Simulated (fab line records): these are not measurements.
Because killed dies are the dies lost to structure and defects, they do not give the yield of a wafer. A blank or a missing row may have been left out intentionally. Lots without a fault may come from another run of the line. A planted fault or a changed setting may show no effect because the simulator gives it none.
Comparing a struck lot with a sound one ; flow rit cmos ; 14 out of 202 route steps
Sound: wafers L634.1, L634.2, L634.5. Struck: wafers L623.2, L623.4, L623.6. At the end, the cause is stated.
Each step with rows lists, per side, the tool, then ch with its chambers, then its first start. Under that, the readings that differ: sound wafers ; struck wafers ; difference of the means ; sigmas: that difference in standard deviations of wafers without a fault.
alike: readings whose means differ by less than 2 such deviations, and words and numbers that are the same on both sides. not compared: withheld readings, readings that some wafer has no value for, bounds like >300 that may hide the same value, and numbers for which the record gives no deviation and whose values overlap.
The two part at a step that has a row with sigmas, a row that says differs or no value, or rows on one side only. Numbers that have no deviation but don't overlap get no sigmas and don't part them. Lack of a reading on every wafer of one side parts them only where that side has two or more wafers.

first, 4 steps without rows for these wafers: RIT_ACTIVE_SOFTBAKE_07 (time 60 s); RIT_ACTIVE_EXPOSE_08 (exposes mask M1, target cd 1400 nm); RIT_ACTIVE_PEB_09; RIT_ACTIVE_DEVELOP_10 (develop time 50 s).
RIT_ACTIVE_CD_MEAS_11: target cd 1400 nm.
  struck on cd sem-02, day 2 06:19; sound on cd sem-02, day 4 12:33
  alike: cd nm
then, 1 step without rows for these wafers: RIT_ACTIVE_HARDBAKE_12 (time 60 s).
RIT_ACTIVE_ETCH_13: etches Si3N4 in SF6, stops on SiO2, time 210 s, target depth 210 nm.
  sound on rie diel-01 ch 1,3, day 4 12:49; struck on rie diel-02 ch 0,1, day 2 06:34
  alike: chamber pressure mTorr, drypump motor current A, oes product au, throttle valve pct
  not compared: rf hours counter h
RIT_ACTIVE_STRIP_14: strips in O2, time 180 s.
  sound on plasma asher-02 ch 0,1, day 4 12:58; struck on plasma asher-03 ch 1, day 2 06:42
  alike: chamber pressure mTorr, drypump motor current A
  not compared: rf hours counter h
RIT_ACTIVE_CD_MEAS_90: target cd 1400 nm.
  struck on cd sem-02, day 2 06:53; sound on cd sem-01, day 4 13:08
  alike: cd nm
then, 3 steps without rows for these wafers: RIT_ACTIVE_CLEAN_15 (cleans in SC1, time 600 s); RIT_ACTIVE_CLEAN_16 (cleans in dHF, time 30 s); RIT_ACTIVE_CLEAN_17 (cleans in SC2, time 600 s).
RIT_FOX1_OXIDATION_00: target thk 350.7 nm, ox time 1130 s.
  struck on furnace-02, day 2 07:22; sound on furnace-01 ch 0, day 4 13:38
  no value came back on the struck wafers for ox temp c (C), ox temp c max; on the sound wafers ox temp c (C) reads 1100.0 1099.2 1099.2
reading;sound;struck;difference;sigmas
model.Si3N4_of_ACTIVE_CVD_03.thk nm (nm);143.6 143.7 144.8;150.3 150.9 149.9;+6.3;
RIT_FOX1_WET_ETCH_02: etches SiO2 in BOE, target depth 350 nm, time 390 s.
  sound on wet bench-01 ch 0, day 4 15:01; struck on wet bench-02 ch 1, day 2 08:44
reading;sound;struck;difference;sigmas
model.Si3N4_of_ACTIVE_CVD_03.thk nm (nm);138.8 139 140;145.6 146.2 145.2;+6.4;

== WHERE THEY PART ==
RIT_FOX1_OXIDATION_00 only, going by this record.

WHY: what had been put in by the simulator
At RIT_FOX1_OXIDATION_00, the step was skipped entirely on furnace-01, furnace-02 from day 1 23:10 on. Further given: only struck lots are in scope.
